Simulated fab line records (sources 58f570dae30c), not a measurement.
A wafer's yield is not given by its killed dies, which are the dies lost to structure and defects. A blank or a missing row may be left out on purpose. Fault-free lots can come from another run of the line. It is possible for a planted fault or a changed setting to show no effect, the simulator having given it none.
fab line records	flow berkeley-cmos170	part 1 of 2: steps 1 to 24 of 34
record lots=5	wafers=15	last-day=13
route steps=331 shown V1@268 M2@271 V2@292
lots untouched by any fault: they come from a run of this same line in which no faults occurred
start-h: the number of hours between the record's first day and the start of the first shown wafer of the lot	wait-h: hours from the lot's prior step to this one	" unchanged from the row above	L1.1+2: several wafers, shown together as one row	- no value, or no start given	* or withheld: withheld	< > ~ a bound
route shown NAME@n: a module of which the file shows steps, and the number in the route of the first	usual: the fault-free wafers' mean and standard deviation	same: alike in all rows	chamber/n: place in a boat	sites: readings site by site	_std_site: standard deviation across them	_edge_site: inner sites' mean taken away from outer sites' mean	radius-mm: how far each site lies from the wafer's centre	mask NAME#n: copy n	behind: the tool/chamber that last shaped the wafer	hold: the reason the lot was held/the length of the hold in hours/how it ended	device: names the non-switching transistor (n, p or np)	end of line: at the end of the route, the tests of the same wafers	step lacking rows: just its recipe	killed: not the wafer's yield, but the dies lost to structure and defects at the first sort	map: the dies of a wafer, with x for killed, . for not killed, _ for no die there
set.NAME: the run value of the setting; set.NAME@STEP: its run value at that earlier step	model.NAME: the simulator's own value behind a step, which no gauge read
lots seen at some steps along the route; tables by step, rows by wafer
services: from which hour (start-h, from the record's first day; less than 0 if before it) a tool's chamber was out of use, for how many hours, and why
## steps
# step UCB170_V1_ETCH_14
# recipe chemistry=CHF3/CF4/Ar	target=SiO2	stop-on=Al	CHF3_flow_sccm=45	cf4-flow-sccm=15	Ar_flow_sccm=150	pressure-mtorr=200	rf-w=700	target-depth-a=12500	over-etch-frac=0.25	time-s=291
# usual drypump-motor-current-A=5.6/0.35	oes-product-au=0.874/0.016	throttle-valve-pct=6.95/0.1
lot.wafer	tool	chamber	start-h	wait-h	drypump-motor-current-A	oes-product-au	rf-hours-counter-h	throttle-valve-pct
L078.1	rie-diel-01	1	190.76	0.0	5.5	0.868	74	6.89
L078.2	"	0	"	"	5.4	0.862	107	6.87
L078.4	"	3	"	"	5.4	0.901	92	6.94
L084.2	rie-diel-01	1	230.39	0.0	5.5	0.857	77	6.88
L084.3	"	3	"	"	5.4	0.900	94	6.94
L084.6	"	2	"	"	5.9	0.888	-	6.97
L088.1	rie-diel-04	3	245.70	0.0	5.4	0.864	37	7.09
L088.4	"	1	"	"	5.6	0.851	37	7.05
L088.6	"	2	"	"	6.3	0.878	-	6.70
L090.1	rie-diel-01	0	259.82	0.0	5.4	0.865	112	6.86
L090.2	"	3	"	"	5.4	0.902	95	6.93
L090.5	"	0	"	"	5.5	0.875	-	6.87
L097.1	rie-diel-02	2	294.40	0.0	5.9	0.878	10	7.08
L097.2	"	0	"	"	6.2	0.855	26	7.00
L097.4	"	1	"	"	5.3	0.860	-	7.09
# step UCB170_V1_STRIP_15
# recipe chemistry=O2	power-w=400	pressure-mtorr=3500	platen-temp-c=withheld	o2-flow-sccm=400	overash-fraction=0.5
# usual drypump-motor-current-A=5.61/0.28	oes-product-au=0.721/0.0045	strip-time-to-endpoint-s=15.28/0.11
lot.wafer	tool	chamber	start-h	wait-h	drypump-motor-current-A	oes-product-au	rf-hours-counter-h	strip-time-to-endpoint-s
L078.1	plasma-asher-02	1	190.94	0.1	6.06	0.721	42	15.08
L078.2	"	0	"	"	5.62	0.725	42	15.35
L078.4	"	1	"	"	6.04	0.728	-	15.26
L084.2	plasma-asher-04	0	230.57	0.1	5.21	0.725	44	15.20
L084.3	"	1	"	"	5.50	0.718	-	15.31
L084.6	"	0	"	"	5.21	0.720	-	15.33
L088.1	plasma-asher-03	0	245.88	0.1	5.34	0.730	13	15.28
L088.4	"	1	"	"	5.86	0.721	-	15.31
L088.6	"	1	"	"	5.83	0.726	-	15.31
L090.1	plasma-asher-02	1	260.00	0.1	5.98	0.707	52	15.40
L090.2	"	0	"	"	5.60	0.718	52	15.28
L090.5	"	1	"	"	6.00	0.722	-	15.38
L097.1	plasma-asher-02	1	294.58	0.1	6.04	0.725	57	15.35
L097.2	"	0	"	"	5.61	0.718	57	15.34
L097.4	"	1	"	"	6.03	0.717	-	15.02
# step UCB170_V1_CD_MEAS_90
# recipe target-cd-nm=700
# usual cd-nm=699.2/1.7
lot.wafer	tool	chamber	start-h	wait-h	cd-nm
L078.1	cd-sem-01	-	191.04	0.1	699.8
L078.2	"	-	"	"	701.5
L078.4	"	-	"	"	699.8
L084.2	cd-sem-02	-	230.69	0.1	699.1
L084.3	"	-	"	"	698.9
L084.6	"	-	"	"	700.3
L088.1	cd-sem-02	-	245.98	0.1	699.7
L088.4	"	-	"	"	698.5
L088.6	"	-	"	"	697.4
L090.1	cd-sem-02	-	260.10	0.1	700.6
L090.2	"	-	"	"	699.5
L090.5	"	-	"	"	699.5
L097.1	cd-sem-02	-	294.68	0.1	696.6
L097.2	"	-	"	"	695.3
L097.4	"	-	"	"	697.1
# step UCB170_M2_PRE_CLEAN_00
# recipe gas=Ar	preclean-etch-time-s=60
lot.wafer	tool	chamber	start-h	wait-h
L078.1+2+4	pvd-sputter-01	-	191.16	0.1
L084.2+3+6	pvd-sputter-02	-	230.79	0.1
L088.1+4+6	pvd-sputter-03	-	246.10	0.1
L090.1+2+5	pvd-sputter-01	-	260.22	0.1
L097.1+2+4	pvd-sputter-01	-	294.80	0.1
# step UCB170_M2_SPUTTER_01
# recipe material=Al	target-thk-nm=900	time-s=120	power-w=6000	chamber-pressure-pa=0.5
# usual throttle-valve-pct=30.8/0.88
lot.wafer	tool	chamber	start-h	wait-h	throttle-valve-pct
L078.1	pvd-sputter-01	-	191.23	0.0	31.2
L078.2	"	-	"	"	31.0
L078.4	"	-	"	"	29.7
L084.2	pvd-sputter-02	-	230.86	0.0	31.7
L084.3	"	-	"	"	30.3
L084.6	"	-	"	"	32.0
L088.1	pvd-sputter-03	-	246.16	0.0	29.2
L088.4	"	-	"	"	30.0
L088.6	"	-	"	"	29.4
L090.1	pvd-sputter-01	-	260.29	0.0	31.1
L090.2	"	-	"	"	29.8
L090.5	"	-	"	"	32.0
L097.1	pvd-sputter-01	-	294.87	0.0	29.4
L097.2	"	-	"	"	31.8
L097.4	"	-	"	"	31.0
# step UCB170_M2_RS_MEAS_02
# recipe thk-meas-gauge=four-point-probe	reads=Al_of_M2_SPUTTER_01
# usual M2_AL_RS=0.0322/0.00033
lot.wafer	tool	chamber	start-h	wait-h	M2_AL_RS[ohm/sq]
L078.1	film-metro-01	-	191.31	0.0	0.0318
L078.2	"	-	"	"	0.0317
L078.4	"	-	"	"	0.0324
L084.2	film-metro-03	-	230.96	0.1	0.0318
L084.3	"	-	"	"	0.0322
L084.6	"	-	"	"	0.0319
L088.1	film-metro-04	-	246.25	0.0	0.0323
L088.4	"	-	"	"	0.0321
L088.6	"	-	"	"	0.0322
L090.1	film-metro-01	-	260.37	0.0	0.0321
L090.2	"	-	"	"	0.0325
L090.5	"	-	"	"	0.0326
L097.1	film-metro-03	-	294.95	0.0	0.0320
L097.2	"	-	"	"	0.0322
L097.4	"	-	"	"	0.0316
# step UCB170_M2_THK_MEAS_03
# recipe thk-meas-gauge=xrf	reads=Al_of_M2_SPUTTER_01
# usual M2_AL_THK=891/9.9
lot.wafer	tool	chamber	start-h	wait-h	M2_AL_THK[nm]
L078.1	film-metro-01	-	191.43	0.1	907
L078.2	"	-	"	"	902
L078.4	"	-	"	"	891
L084.2	film-metro-03	-	231.07	0.1	899
L084.3	"	-	"	"	889
L084.6	"	-	"	"	900
L088.1	film-metro-04	-	246.37	0.1	889
L088.4	"	-	"	"	894
L088.6	"	-	"	"	892
L090.1	film-metro-01	-	260.49	0.1	900
L090.2	"	-	"	"	889
L090.5	"	-	"	"	877
L097.1	film-metro-03	-	295.07	0.1	895
L097.2	"	-	"	"	892
L097.4	"	-	"	"	908
# step UCB170_M2_HMDS_04
# recipe prime-time-s=60	prime-temp-c=100
# usual resist-line-temp-C=23.01/0.09
lot.wafer	tool	chamber	start-h	wait-h	resist-line-temp-C
L078.1	litho-track-04	0	191.49	0.1	23.03
L078.2	"	0	"	"	23.03
L078.4	"	0	"	"	22.99
L084.2	litho-track-04	0	231.15	0.1	23.08
L084.3	"	0	"	"	22.92
L084.6	"	0	"	"	22.97
L088.1	litho-track-01	0	246.43	0.1	23.04
L088.4	"	0	"	"	23.04
L088.6	"	0	"	"	22.96
L090.1	litho-track-04	0	261.23	0.7	22.78
L090.2	"	0	"	"	22.94
L090.5	"	0	"	"	23.19
L097.1	litho-track-01	0	295.13	0.1	23.15
L097.2	"	0	"	"	23.04
L097.4	"	0	"	"	23.00
# step UCB170_M2_COAT_05
# recipe resist=KrF	spin-rpm=1500	resist-thk-nm=900
# usual resist-line-temp-C=23.01/0.1
lot.wafer	tool	chamber	start-h	wait-h	resist-line-temp-C
L078.1	litho-track-04	0	191.64	0.1	23.06
L078.2	"	0	"	"	22.84
L078.4	"	0	"	"	22.86
L084.2	litho-track-04	0	231.30	0.1	23.15
L084.3	"	0	"	"	22.95
L084.6	"	0	"	"	22.98
L088.1	litho-track-01	0	246.58	0.1	23.05
L088.4	"	0	"	"	23.03
L088.6	"	0	"	"	23.01
L090.1	litho-track-04	0	261.38	0.1	23.02
L090.2	"	0	"	"	23.15
L090.5	"	0	"	"	23.16
L097.1	litho-track-01	0	295.28	0.1	23.04
L097.2	"	0	"	"	22.96
L097.4	"	0	"	"	23.04
# step UCB170_M2_SOFTBAKE_06
# recipe resist=KrF	temp-c=130	time-s=60
# usual resist-line-temp-C=23.02/0.1
lot.wafer	tool	chamber	start-h	wait-h	resist-line-temp-C
L078.1	litho-track-04	0	191.79	0.1	23.27
L078.2	"	0	"	"	23.05
L078.4	"	0	"	"	23.16
L084.2	litho-track-04	0	231.45	0.1	22.90
L084.3	"	0	"	"	22.76
L084.6	"	0	"	"	22.84
L088.1	litho-track-01	0	246.73	0.1	23.01
L088.4	"	0	"	"	22.90
L088.6	"	0	"	"	22.95
L090.1	litho-track-04	0	261.53	0.1	22.93
L090.2	"	0	"	"	22.94
L090.5	"	0	"	"	23.09
L097.1	litho-track-01	0	295.43	0.1	23.13
L097.2	"	0	"	"	23.01
L097.4	"	0	"	"	23.11
# step UCB170_M2_STRIP_07
# recipe chemistry=O2	power-w=400	pressure-mtorr=3500	platen-temp-c=withheld	o2-flow-sccm=400	overash-fraction=0.5
# usual drypump-motor-current-A=5.73/0.27	oes-product-au=0.734/0.0041	strip-time-to-endpoint-s=21.97/0.054
lot.wafer	tool	chamber	start-h	wait-h	drypump-motor-current-A	oes-product-au	rf-hours-counter-h	strip-time-to-endpoint-s
L078.1	plasma-asher-02	1	191.94	0.1	6.01	0.728	42	22.01
L078.2	"	0	"	"	5.60	0.736	42	22.03
L078.4	"	0	"	"	5.60	0.734	-	21.98
L084.2	plasma-asher-02	1	231.57	0.1	6.09	0.731	47	22.04
L084.3	"	0	"	"	5.60	0.734	-	22.04
L084.6	"	1	"	"	6.06	0.730	-	22.05
L088.1	plasma-asher-02	1	246.88	0.1	6.02	0.737	50	21.99
L088.4	"	0	"	"	5.61	0.729	-	21.96
L088.6	"	0	"	"	5.63	0.738	-	22.02
L090.1	plasma-asher-02	1	261.68	0.1	6.01	0.745	53	21.94
L090.2	"	0	"	"	5.63	0.737	53	21.90
L090.5	"	1	"	"	6.01	0.734	-	21.91
L097.1	plasma-asher-02	1	295.58	0.1	6.05	0.738	57	21.95
L097.2	"	0	"	"	5.61	0.734	57	21.97
L097.4	"	1	"	"	6.04	0.738	-	21.94
# step UCB170_M2_STRIP_08
# recipe chemistry=DMSO	temp-c=80	time-s=600	material=KrF
lot.wafer	tool	chamber	start-h	wait-h
L078.1+2+4	wet-bench-02	0	192.04	0.1
L084.2+3+6	wet-bench-02	2	231.67	0.1
L088.1+4+6	wet-bench-02	0	246.98	0.1
L090.1+2+5	wet-bench-02	3	261.78	0.1
L097.1+2+4	wet-bench-02	3	295.73	0.1
# step UCB170_M2_COAT_09
# recipe resist=BARC	temp-c=withheld	time-s=withheld	spin-rpm=3000	resist-thk-nm=withheld
# usual resist-line-temp-C=*
lot.wafer	tool	chamber	start-h	wait-h	resist-line-temp-C
L078.1	litho-track-03	0	192.22	0.0	*
L078.2	"	0	"	"	*
L078.4	"	0	"	"	*
L084.2	litho-track-01	0	232.01	0.1	*
L084.3	"	0	"	"	*
L084.6	"	0	"	"	*
L088.1	litho-track-03	0	247.15	0.0	*
L088.4	"	0	"	"	*
L088.6	"	0	"	"	*
L090.1	litho-track-01	0	262.29	0.3	*
L090.2	"	0	"	"	*
L090.5	"	0	"	"	*
L097.1	litho-track-01	0	296.03	0.1	*
L097.2	"	0	"	"	*
L097.4	"	0	"	"	*
# step UCB170_M2_COAT_10
# recipe resist=KrF	spin-rpm=1500	resist-thk-nm=900
# usual resist-line-temp-C=23.00/0.11
lot.wafer	tool	chamber	start-h	wait-h	resist-line-temp-C
L078.1	litho-track-03	0	-	-	23.09
L078.2	"	0	"	"	22.95
L078.4	"	0	"	"	23.02
L084.2	litho-track-01	0	-	-	22.99
L084.3	"	0	"	"	22.98
L084.6	"	0	"	"	23.00
L088.1	litho-track-03	0	-	-	23.07
L088.4	"	0	"	"	22.98
L088.6	"	0	"	"	22.92
L090.1	litho-track-01	0	-	-	22.92
L090.2	"	0	"	"	22.89
L090.5	"	0	"	"	22.87
L097.1	litho-track-01	0	-	-	22.90
L097.2	"	0	"	"	23.09
L097.4	"	0	"	"	22.94
# step UCB170_M2_SOFTBAKE_11
# recipe resist=KrF	temp-c=130	time-s=60
# usual resist-line-temp-C=23.00/0.1
lot.wafer	tool	chamber	start-h	wait-h	resist-line-temp-C
L078.1	litho-track-03	0	-	-	22.92
L078.2	"	0	"	"	23.02
L078.4	"	0	"	"	22.93
L084.2	litho-track-01	0	-	-	23.08
L084.3	"	0	"	"	23.02
L084.6	"	0	"	"	23.12
L088.1	litho-track-03	0	-	-	22.95
L088.4	"	0	"	"	22.96
L088.6	"	0	"	"	22.95
L090.1	litho-track-01	0	-	-	22.93
L090.2	"	0	"	"	22.95
L090.5	"	0	"	"	22.90
L097.1	litho-track-01	0	-	-	22.82
L097.2	"	0	"	"	22.84
L097.4	"	0	"	"	22.91
# step UCB170_M2_EXPOSE_12
# recipe mask-id=METAL2	target-cd-nm=700	na=0.5	sigma-outer=0.6	source-shape=conventional	dose-mj=26
# usual reticle-temp-C=23.00/0.12
lot.wafer	tool	chamber	start-h	wait-h	mask	reticle-temp-C
L078.1	krf-scanner-01	0	192.79	-	METAL2#0	23.08
L078.2	"	0	"	"	METAL2#0	23.08
L078.4	"	0	"	"	METAL2#0	23.15
L084.2	krf-scanner-01	0	232.58	-	METAL2#0	22.83
L084.3	"	0	"	"	METAL2#0	22.70
L084.6	"	0	"	"	METAL2#0	22.78
L088.1	krf-scanner-02	0	247.77	-	METAL2#0	23.00
L088.4	"	0	"	"	METAL2#0	22.96
L088.6	"	0	"	"	METAL2#0	22.85
L090.1	krf-scanner-02	0	262.86	-	METAL2#0	22.99
L090.2	"	0	"	"	METAL2#0	23.13
L090.5	"	0	"	"	METAL2#0	23.08
L097.1	krf-scanner-01	0	296.61	-	METAL2#0	22.92
L097.2	"	0	"	"	METAL2#0	22.94
L097.4	"	0	"	"	METAL2#0	22.91
# step UCB170_M2_PEB_13
# recipe peb-temp-c=130	peb-time-s=withheld	resist=KrF
# usual resist-line-temp-C=22.99/0.1
lot.wafer	tool	chamber	start-h	wait-h	resist-line-temp-C
L078.1	litho-track-01	0	192.91	0.1	22.97
L078.2	"	0	"	"	23.12
L078.4	"	0	"	"	23.03
L084.2	litho-track-01	0	232.73	0.1	22.89
L084.3	"	0	"	"	23.01
L084.6	"	0	"	"	22.92
L088.1	litho-track-04	0	247.89	0.1	22.99
L088.4	"	0	"	"	23.01
L088.6	"	0	"	"	22.88
L090.1	litho-track-04	0	262.98	0.1	23.09
L090.2	"	0	"	"	22.85
L090.5	"	0	"	"	23.03
L097.1	litho-track-04	0	296.72	0.1	22.96
L097.2	"	0	"	"	23.09
L097.4	"	0	"	"	22.90
# step UCB170_M2_DEVELOP_14
# recipe developer=TMAH	develop-time-s=45	resist=KrF	dev-temp-c=21
# usual resist-line-temp-C=23.01/0.12
lot.wafer	tool	chamber	start-h	wait-h	resist-line-temp-C
L078.1	litho-track-01	0	-	-	22.95
L078.2	"	0	"	"	23.02
L078.4	"	0	"	"	22.94
L084.2	litho-track-01	0	-	-	22.98
L084.3	"	0	"	"	22.92
L084.6	"	0	"	"	22.96
L088.1	litho-track-04	0	-	-	23.05
L088.4	"	0	"	"	23.09
L088.6	"	0	"	"	23.20
L090.1	litho-track-04	0	-	-	23.22
L090.2	"	0	"	"	23.02
L090.5	"	0	"	"	23.17
L097.1	litho-track-04	0	-	-	22.92
L097.2	"	0	"	"	22.77
L097.4	"	0	"	"	22.92
# step UCB170_M2_CD_MEAS_15
# recipe target-cd-nm=700
# usual cd-nm=700.1/1.6
lot.wafer	tool	chamber	start-h	wait-h	cd-nm
L078.1	cd-sem-02	-	193.18	-	701.9
L078.2	"	-	"	"	701.1
L078.4	"	-	"	"	700.2
L084.2	cd-sem-02	-	233.00	-	700.3
L084.3	"	-	"	"	700.3
L084.6	"	-	"	"	700.2
L088.1	cd-sem-01	-	248.16	-	700.2
L088.4	"	-	"	"	700.5
L088.6	"	-	"	"	699.3
L090.1	cd-sem-02	-	263.26	-	699.1
L090.2	"	-	"	"	697.5
L090.5	"	-	"	"	699.0
L097.1	cd-sem-02	-	297.00	-	704.0
L097.2	"	-	"	"	703.8
L097.4	"	-	"	"	703.4
# step UCB170_M2_OVL_MEAS_16
# usual M2_OVL=-2/5.6
lot.wafer	tool	chamber	start-h	wait-h	M2_OVL[nm]
L078.1	overlay-02	-	193.30	0.1	-3
L078.2	"	-	"	"	-4
L078.4	"	-	"	"	-4
L084.2	overlay-01	-	233.11	0.1	-7
L084.3	"	-	"	"	-5
L084.6	"	-	"	"	-2
L088.1	overlay-02	-	248.28	0.1	-2
L088.4	"	-	"	"	1
L088.6	"	-	"	"	-3
L090.1	overlay-02	-	263.38	0.1	-3
L090.2	"	-	"	"	-7
L090.5	"	-	"	"	-1
L097.1	overlay-02	-	297.12	0.1	-15
L097.2	"	-	"	"	-6
L097.4	"	-	"	"	-11
# step UCB170_M2_ETCH_17
# recipe chemistry=N2/H2	target-depth-a=withheld	overetch-a=withheld	target=BARC	time-s=withheld	source-w=500	bias-w=100	pressure-mtorr=30	n2-flow-sccm=100	h2-flow-sccm=200
# usual drypump-motor-current-A=5.8/0.51	oes-product-au=1.000/0.019	throttle-valve-pct=13.27/0.21
lot.wafer	tool	chamber	start-h	wait-h	drypump-motor-current-A	oes-product-au	throttle-valve-pct
L078.1	rie-diel-03	3	193.34	0.0	5.2	1.021	13.36
L078.2	"	2	"	"	6.5	1.001	13.63
L078.4	"	3	"	"	5.2	0.999	13.38
L084.2	rie-diel-03	0	233.14	0.0	6.3	0.999	13.54
L084.3	"	3	"	"	5.2	1.017	13.37
L084.6	"	2	"	"	6.5	0.991	13.63
L088.1	rie-diel-04	2	248.32	0.0	6.4	0.993	12.90
L088.4	"	0	"	"	5.1	1.002	13.21
L088.6	"	3	"	"	5.4	0.990	13.48
L090.1	rie-diel-04	2	263.41	0.0	6.4	1.005	12.90
L090.2	"	0	"	"	5.0	1.014	13.20
L090.5	"	2	"	"	6.3	0.999	12.91
L097.1	rie-diel-04	0	297.16	0.0	5.0	1.007	13.20
L097.2	"	3	"	"	5.4	0.987	13.48
L097.4	"	2	"	"	6.3	1.004	12.91
# step UCB170_M2_METAL_ETCH_18
# recipe chemistry=Cl2/BCl3	target=Al	stop-on=SiO2	pressure-mtorr=12	target-depth-a=11700	over-etch-frac=0.3	time-s=195	icp-w=600	bias-w=120	Cl2_flow_sccm=90	bcl3-flow-sccm=45
# usual drypump-motor-current-A=5.6/0.42	oes-product-au=0.862/0.013	throttle-valve-pct=24.24/0.27
lot.wafer	tool	chamber	start-h	wait-h	drypump-motor-current-A	oes-product-au	rf-hours-counter-h	throttle-valve-pct
L078.1	rie-metal-02	0	193.38	-	5.6	0.857	5.1	24.10
L078.2	"	1	"	"	5.4	0.881	9.9	24.46
L078.4	"	1	"	"	5.4	0.866	-	24.46
L084.2	rie-metal-04	1	233.18	-	5.0	0.871	13.7	24.15
L084.3	"	0	"	"	5.3	0.866	-	23.88
L084.6	"	0	"	"	5.2	0.872	-	23.86
L088.1	rie-metal-02	0	248.36	-	5.6	0.854	7.0	24.10
L088.4	"	0	"	"	5.6	0.859	-	24.10
L088.6	"	0	"	"	5.6	0.851	-	24.09
L090.1	rie-metal-02	0	263.45	-	5.6	0.851	8.1	24.10
L090.2	"	0	"	"	5.6	0.847	-	24.10
L090.5	"	0	"	"	5.6	0.852	-	24.12
L097.1	rie-metal-01	1	297.20	-	5.6	0.882	9.4	24.64
L097.2	"	1	"	"	5.7	0.879	-	24.66
L097.4	"	1	"	"	5.6	0.889	-	24.65
# step UCB170_M2_STRIP_19
# recipe chemistry=O2	power-w=400	pressure-mtorr=3500	platen-temp-c=withheld	o2-flow-sccm=400	overash-fraction=0.5
# usual drypump-motor-current-A=5.73/0.27	oes-product-au=0.529/0.015
lot.wafer	tool	chamber	start-h	wait-h	drypump-motor-current-A	oes-product-au	rf-hours-counter-h
L078.1	plasma-asher-01	1	193.57	0.1	5.56	0.520	51
L078.2	"	0	"	"	6.10	0.544	51
L078.4	"	0	"	"	6.11	0.540	-
L084.2	plasma-asher-03	0	233.37	0.1	5.31	0.524	11
L084.3	"	0	"	"	5.30	0.545	-
L084.6	"	0	"	"	5.31	0.541	-
L088.1	plasma-asher-02	1	248.74	0.3	6.02	0.537	50
L088.4	"	0	"	"	5.62	0.536	-
L088.6	"	0	"	"	5.63	0.518	-
L090.1	plasma-asher-03	1	263.83	0.3	5.81	0.533	16
L090.2	"	0	"	"	5.31	0.541	16
L090.5	"	1	"	"	5.83	0.545	-
L097.1	plasma-asher-02	1	297.57	0.3	6.02	0.555	57
L097.2	"	0	"	"	5.60	0.534	57
L097.4	"	0	"	"	5.62	0.548	-
# step UCB170_M2_CD_MEAS_90
# recipe target-cd-nm=700
# usual cd-nm=700.0/2.9
lot.wafer	tool	chamber	start-h	wait-h	cd-nm
L078.1	cd-sem-01	-	193.67	0.1	701.1
L078.2	"	-	"	"	698.7
L078.4	"	-	"	"	699.7
L084.2	cd-sem-02	-	233.49	0.1	702.0
L084.3	"	-	"	"	704.4
L084.6	"	-	"	"	704.3
L088.1	cd-sem-02	-	248.84	0.1	699.6
L088.4	"	-	"	"	698.3
L088.6	"	-	"	"	697.1
L090.1	cd-sem-01	-	263.93	0.1	699.2
L090.2	"	-	"	"	696.0
L090.5	"	-	"	"	698.4
L097.1	cd-sem-02	-	297.67	0.1	703.1
L097.2	"	-	"	"	701.1
L097.4	"	-	"	"	702.0
